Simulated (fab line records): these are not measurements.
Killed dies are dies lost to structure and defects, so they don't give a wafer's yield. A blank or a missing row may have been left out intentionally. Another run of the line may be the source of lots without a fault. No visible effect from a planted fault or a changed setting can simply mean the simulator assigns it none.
Comparing a struck lot with a sound one / flow berkeley-cmos170 / 16 steps out of a route of 331
Sound: the wafers L424.1, L424.2, L424.5. The struck wafers were L433.1, L433.2, L433.4. The cause is given at the end.
Order at every step that has rows: each side's tool, ch and its chambers, its first start. Under that, the readings that differ: sound wafers / struck wafers / difference of the means / sigmas: that difference in standard deviations of wafers without a fault.
alike: readings with means less than 2 such deviations apart, plus words and numbers identical on both sides. not compared: withheld readings, readings lacking a value on some wafer, bounds such as >300 that could conceal the same value, and numbers that have no deviation in the record and whose values overlap.
Wherever a step has rows on one side only, a row that says differs or no value, or a row with sigmas, the two part there. Numbers that have no deviation but don't overlap get no sigmas and don't part them. A reading missing from all wafers of one side parts the sides only when that side holds two or more wafers.

first, 5 steps without rows for these wafers: UCB170_NLDD_COAT_01 (resist thk 900 nm); UCB170_NLDD_SOFTBAKE_02 (time 60 s); UCB170_NLDD_EXPOSE_03 (exposes mask NSELECT, target cd 1200 nm); UCB170_NLDD_PEB_04; UCB170_NLDD_DEVELOP_05 (develop time 45 s).
UCB170_NLDD_CD_MEAS_06: the cd target is 1200 nm.
  sound: cd-sem-01 at day 6 05:58; struck: cd-sem-01 at day 7 21:02
  alike: cd-nm
UCB170_NLDD_OVL_MEAS_07:
  sound: overlay-02 at day 6 06:05; struck: overlay-01 at day 7 21:09
  alike: NLDD_OVL
then, 2 steps without rows for these wafers: UCB170_NLDD_IMPLANT_08; UCB170_NLDD_IMPLANT_09.
UCB170_NLDD_STRIP_10: strips in O2.
  sound on plasma-asher-01 ch 0,1, day 6 06:26; struck on plasma-asher-04 ch 0,1, day 7 21:29
  alike: drypump-motor-current-A, oes-product-au, strip-time-to-endpoint-s
  not compared: rf-hours-counter-h
UCB170_NLDD_TW_MEAS_11:
  sound: film-metro-01 at day 6 06:32; struck: film-metro-02 at day 7 21:35
reading=NLDD_TW; sound=2192 2193 2188; struck=2243 2251 2247; difference=+56; sigmas=+3
then, 1 step without rows for these wafers: UCB170_NLDD_CLEAN_12 (cleans in SPM, time 600 s).
UCB170_SPACER_CVD_00: deposits SiO2 from TEOS/O2, target thk 376 nm, time 47 s.
  sound on pecvd-04 ch 0,1,2, day 6 06:46; struck on pecvd-01 ch 0,1, day 7 21:49
reading=model.SiO2_of_SPACER_CVD_00.thk-nm (nm); sound=369.6 369 381.5; struck=427.9 421.7 431.6; difference=+53.7; sigmas=
  alike: heater-power-w, pressure-mtorr
UCB170_SPACER_THK_MEAS_01:
  sound: film-metro-04 at day 6 06:48; struck: film-metro-02 at day 7 22:05
reading=SPACER_TEOS_THK (nm); sound=370 369 381; struck=428 422 432; difference=+54; sigmas=+11
  not compared: hold
UCB170_SPACER_ETCHBACK_03: etches SiO2 in CHF3/CF4/Ar, stops on Si, target depth 376 nm, time 100 s.
  sound on rie-diel-04 ch 0,3, day 6 09:14; struck on rie-diel-03 ch 1,2,3, day 8 03:38
reading=oes-product-au (a.u.); sound=0.900 0.898 0.909; struck=0.988 0.947 0.995; difference=+0.074; sigmas=+4
reading=model.etch.depth-nm (nm); sound=369.6 369 381.5; struck=423 421.7 421.1; difference=+49; sigmas=
  alike: drypump-motor-current-A, throttle-valve-pct
  not compared: rf-hours-counter-h
then, 1 step without rows for these wafers: UCB170_PSD_HMDS_00 (prime time 60 s).

## WHERE THEY PART
Last at UCB170_SPACER_ETCHBACK_03 as far as this record goes, first at UCB170_NLDD_TW_MEAS_11.

WHY: whatever the simulator had introduced
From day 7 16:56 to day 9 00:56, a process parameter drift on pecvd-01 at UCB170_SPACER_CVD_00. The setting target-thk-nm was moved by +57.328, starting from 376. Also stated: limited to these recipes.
